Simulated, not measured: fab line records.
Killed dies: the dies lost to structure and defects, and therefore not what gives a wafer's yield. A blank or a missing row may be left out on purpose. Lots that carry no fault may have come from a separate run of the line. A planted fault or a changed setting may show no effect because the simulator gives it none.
Code-filled problem report in 8D (eight disciplines) form ; flow rit cmos ; the parts of the form that need people (team, actions taken, sign-off) are left out

## 1. WHAT IS WRONG
NRETRO_TW at RIT_NRETRO_TW_MEAS_10 reads a mean of 30 on 3 wafers of 1 lot; wafers without a fault read 1034 with a standard deviation of 10. So: -99 or more standard deviations from the usual mean.
First observed at day 4 06:50: wafer L272.1, on film metro-02. The record has a number at this step for 39 wafers belonging to 13 lots. By rule, "out" or "out of limits" means more than 4 standard deviations away from the usual mean. Any other wafer with a number is counted as sound.

## 2. WHAT IT IS AND WHAT IT IS NOT
question;is;is not
which readings at this step;NRETRO_TW;-
which lots;L272;L263, L264, L266, L268, L271, L273, L280, L282, L283, L284, L285, L286
which wafers of those lots;all that have a number;-
read on which gauges;film metro-02;film metro-03, film metro-04
when;from day 4 06:50;"up to then (15 sound wafers); but 21 sound wafers of L273, L280, L282, L283, L284, L285, L286 came after"

## 3. WHAT RULES OUT EACH SUSPECT
Counting: a tool at a process step up to the reading stays a suspect if it ran every lot that is out and no sound lot after the first of them.
- the gauge at RIT_NRETRO_TW_MEAS_10 is ruled out. All the wafers that are out were read on film metro-02, but those of them that RIT_NWELL_STRIP_09 has rows for are out there too, on other tools.
- plasma asher-01 at RIT_NWELL_STRIP_09 (strips in O2, time 180 s): ruled out as a lasting fault. Sound lots L282, L283, L284, L286 ran on it after its first lot that is out, L272 (day 3 20:19).
Left after counting: nothing in the record.

## 4. THE CAUSE (what the simulator had put in)
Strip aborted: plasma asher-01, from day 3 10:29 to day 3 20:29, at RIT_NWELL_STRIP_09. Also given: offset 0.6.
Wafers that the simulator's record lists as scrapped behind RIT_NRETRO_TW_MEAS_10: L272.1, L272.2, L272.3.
It was ruled out by counting, in error; the rule expects a fault to strike all lots run on its tool from its start on, and this fault did not.

## 5. THE EFFECT CHAIN, in route order
One row per reading whose mean, taken over the struck wafers that have a number, lies over 3 standard deviations from the usual. Scope: only readings with a usual standard deviation given in the record; hours: median across lots of the time from each lot's start at the first step in this table that gives one to its start at this step; sigmas: change in usual standard deviations.
hours;step;reading;usual;on struck wafers;change;sigmas
0;RIT_NWELL_STRIP_09;run length s;208.17 s;72.37;-135.80;-99 or more
11;RIT_NRETRO_TW_MEAS_10;NRETRO_TW;1034;30;-1004;-99 or more
Its process steps:
- RIT_NWELL_STRIP_09: strips in O2, time 180 s.

## 6. WHAT WOULD HAVE CAUGHT IT SOONER
The first out-of-limits reading at a measuring or inspecting step in this record came at day 4 06:50, 20 hours after the fault's start at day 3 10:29.
Tool's own readings at RIT_NWELL_STRIP_09, run length s: out on all struck wafers the step has rows for; an alarm limit on them would have tripped on the first.
